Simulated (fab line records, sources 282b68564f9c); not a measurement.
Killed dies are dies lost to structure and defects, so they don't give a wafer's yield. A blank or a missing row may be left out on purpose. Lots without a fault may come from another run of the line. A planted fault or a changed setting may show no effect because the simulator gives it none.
Which tool did it? | flow rit_cmos | 13 lots, 39 wafers sampled, at 1 step of a route of 202

WHAT THE GAUGES READ, wafer by wafer
The record holds no reading of a measuring or inspecting step that can be judged against a usual standard deviation.

WHICH TOOL RAN EACH LOT (tool, then ch and the chambers of the sampled wafers, then the start)
lot  | RIT_GATE_ETCH_19
L235 | rie_si-02 ch 0,1,2, day 2 23:25
L236 | rie_si-01 ch 0,2,3, day 3 02:37
L237 | rie_si-02 ch 0,2,3, day 3 09:14
L238 | rie_si-01 ch 0,1, day 3 12:24
L239 | rie_si-02 ch 1,2,3, day 3 21:16
L240 | rie_si-01 ch 0,3, day 4 00:11
L241 | rie_si-02 ch 0,2, day 4 02:30
L242 | rie_si-01 ch 1,2, day 4 10:12
L247 | rie_si-02 ch 0,2, day 5 06:31
L248 | rie_si-01 ch 0,1,3, day 5 10:05
L253 | rie_si-02 ch 0,2,3, day 6 11:44
L255 | rie_si-02 ch 2,3, day 6 21:28
L257 | rie_si-02 ch 0,2,3, day 7 09:09
- RIT_GATE_ETCH_19: etches poly-Si in SF6/CHF3/O2, stops on SiO2, time 165 s, target depth 312.5 nm.

WHAT THE TOOLS THEMSELVES READ (means of the sampled wafers that have a number; where no wafer has one, the mark that the record gives instead)
RIT_GATE_ETCH_19. Usual: SF6_flow_sccm 30.00 sccm, standard deviation 0.082; drypump_motor_current_A 5.5 A, standard deviation 0.58; oes_product_au 0.845 a.u., standard deviation 0.012; throttle_valve_pct 10.24 %, standard deviation 0.16.
lot  | tool      | SF6_flow_sccm (sccm) | drypump_motor_current_A (A) | oes_product_au (a.u.) | throttle_valve_pct (%) | flag
L235 | rie_si-02 | 29.91                | 5.7                         | 0.841                 | 10.16                  |
L236 | rie_si-01 | 30.06                | 5.8                         | 0.841                 | 10.25                  |
L237 | rie_si-02 | 30.07                | 5.6                         | 0.845                 | 10.31                  |
L238 | rie_si-01 | 30.03                | 5.6                         | 0.846                 | 10.28                  |
L239 | rie_si-02 | 29.99                | 5.2                         | 0.838                 | 10.31                  |
L240 | rie_si-01 | 30.08                | 5.5                         | 0.831                 | 10.34                  |
L241 | rie_si-02 | 30.06                | 6.1                         | 0.843                 | 10.16                  |
L242 | rie_si-01 | 30.04                | 5.1                         | 0.851                 | 10.20                  |
L247 | rie_si-02 | 30.10                | 6.1                         | 0.841                 | 10.16                  |
L248 | rie_si-01 | 29.96                | 5.3                         | 0.887                 | 10.31                  | OFF
L253 | rie_si-02 | 30.02                | 5.6                         | 0.847                 | 10.30                  |
L255 | rie_si-02 | 29.96                | 5.2                         | 0.843                 | 10.46                  |
L257 | rie_si-02 | 30.03                | 5.6                         | 0.845                 | 10.30                  |

THE ANSWER, worked out from the rows above alone
Rule: a lot is off if the mean of its wafers that have a number lies more than 3 standard deviations from the usual mean. A lot without any number at a reading at which 4 lots or more have one is off too. The other lots that the step has rows for count as sound. The gauges are gone through in route order, then the tools' own readings, and for those a lot's mean is taken as printed above. The first step at which some lot is off is used, and at that step the reading that is off furthest; a lot without a number counts as furthest.
Off: L248, at RIT_GATE_ETCH_19 (oes_product_au).
A tool fits if, at that step or a process step before it, it ran every lot that is off, and no sound lot after the first of them. One fits: rie_si-01 at RIT_GATE_ETCH_19. Its last sound lot is L242 (day 4 10:12), its first lot that is off L248 (day 5 10:05): a fault that began between those two fits.
The tool's own readings at RIT_GATE_ETCH_19 bear it out: on the lots that are off they differ by more than 5 times the standard deviation of the sound lots' means. oes_product_au reads 0.887 a.u. there against 0.843 a.u. on the sound lots.

WHAT THE SIMULATOR HAD PUT IN
Process parameter drift: rie_si-01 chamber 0, from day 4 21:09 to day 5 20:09, at RIT_GATE_ETCH_19. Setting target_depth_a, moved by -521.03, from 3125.
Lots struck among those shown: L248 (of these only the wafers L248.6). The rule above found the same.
